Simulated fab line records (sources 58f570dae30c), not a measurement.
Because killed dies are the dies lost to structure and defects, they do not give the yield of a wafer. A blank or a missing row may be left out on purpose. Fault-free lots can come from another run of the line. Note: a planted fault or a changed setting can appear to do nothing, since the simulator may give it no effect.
A lot that was struck, set against a sound lot | flow berkeley-cmos170 | 15 steps out of a route of 331
Sound: these wafers, L361.1, L361.2, L361.3. Wafers struck: L368.2, L368.4, L368.6. The cause is named last.
At each step with rows: each side's tool, then ch and its chambers, then its first start. Under that, the readings that differ: sound wafers | struck wafers | difference of the means | sigmas: that difference in standard deviations of wafers without a fault.
alike: readings whose means differ by less than 2 such deviations, and words and numbers that are the same on both sides. not compared: withheld readings, readings that some wafer has no value for, bounds like >300 that may hide the same value, and numbers for which the record gives no deviation and whose values overlap.
A row with sigmas, a row that says differs or no value, or rows on one side alone: a step with any of these is where the two part. Non-overlapping numbers with no deviation appear without sigmas and do not part them. Lack of a reading on every wafer of one side parts them only where that side has two or more wafers.

first, 1 step without rows for these wafers: UCB170_PSD_IMPLANT_08.
UCB170_PSD_STRIP_09: strips in O2.
  sound on plasma-asher-02 ch 0,1, day 6 22:20; struck on plasma-asher-02 ch 1, day 8 15:38
  alike: drypump-motor-current-A, oes-product-au, strip-time-to-endpoint-s
  not compared: rf-hours-counter-h
UCB170_PSD_TW_MEAS_10:
  sound: film-metro-02 at day 6 22:26; struck: film-metro-01 at day 8 15:44
  reading | sound          | struck         | difference | sigmas
  PSD_TW  | 2288 2286 2287 | 2374 2378 2372 | +88        | +3
then, 7 steps without rows for these wafers: UCB170_PSD_CLEAN_11 (cleans in SPM, time 600 s); UCB170_NSD_HMDS_00 (prime time 60 s); UCB170_NSD_COAT_01 (resist thk 900 nm); UCB170_NSD_SOFTBAKE_02 (time 60 s); UCB170_NSD_EXPOSE_03 (exposes mask NSELECT MOD, target cd 1200 nm); UCB170_NSD_PEB_04; UCB170_NSD_DEVELOP_05 (develop time 45 s).
UCB170_NSD_CD_MEAS_06: the cd target is 1200 nm.
  sound: cd-sem-02 at day 7 00:07; struck: cd-sem-01 at day 8 17:30
  alike: cd-nm
UCB170_NSD_OVL_MEAS_07:
  sound: overlay-01 at day 7 00:14; struck: overlay-01 at day 8 17:37
  alike: NSD_OVL
UCB170_NSD_IMPLANT_08:
  struck on implanter-02, day 8 17:40; sound on implanter-04 ch 0, day 7 00:16
  no value came back on the struck wafers for beam-energy-keV, beam-on-s (s); on the sound wafers beam-energy-keV reads 39.996 40.005 40.002
UCB170_NSD_STRIP_09: strips in O2.
  sound on plasma-asher-03 ch 0,1, day 7 00:25; struck on plasma-asher-04 ch 0,1, day 8 17:47
  reading                      | sound             | struck            | difference | sigmas
  oes-product-au (a.u.)        | 0.532 0.533 0.531 | 0.737 0.729 0.737 | +0.202     | +48
  strip-time-to-endpoint-s (s) | 35.83 35.90 35.77 | 21.77 21.68 21.73 | -14.11     | -99 or more
  alike: drypump-motor-current-A
  not compared: rf-hours-counter-h
UCB170_NSD_TW_MEAS_10:
  sound: film-metro-01 at day 7 00:31; struck: film-metro-02 at day 8 18:14
  reading | sound          | struck   | difference | sigmas
  NSD_TW  | 4274 4276 4267 | 30 30 30 | -4242      | -65
  not compared: hold

WHERE THEY PART
Earliest at UCB170_PSD_TW_MEAS_10; latest, in this record, at UCB170_NSD_TW_MEAS_10.

WHY: what had been put in by the simulator
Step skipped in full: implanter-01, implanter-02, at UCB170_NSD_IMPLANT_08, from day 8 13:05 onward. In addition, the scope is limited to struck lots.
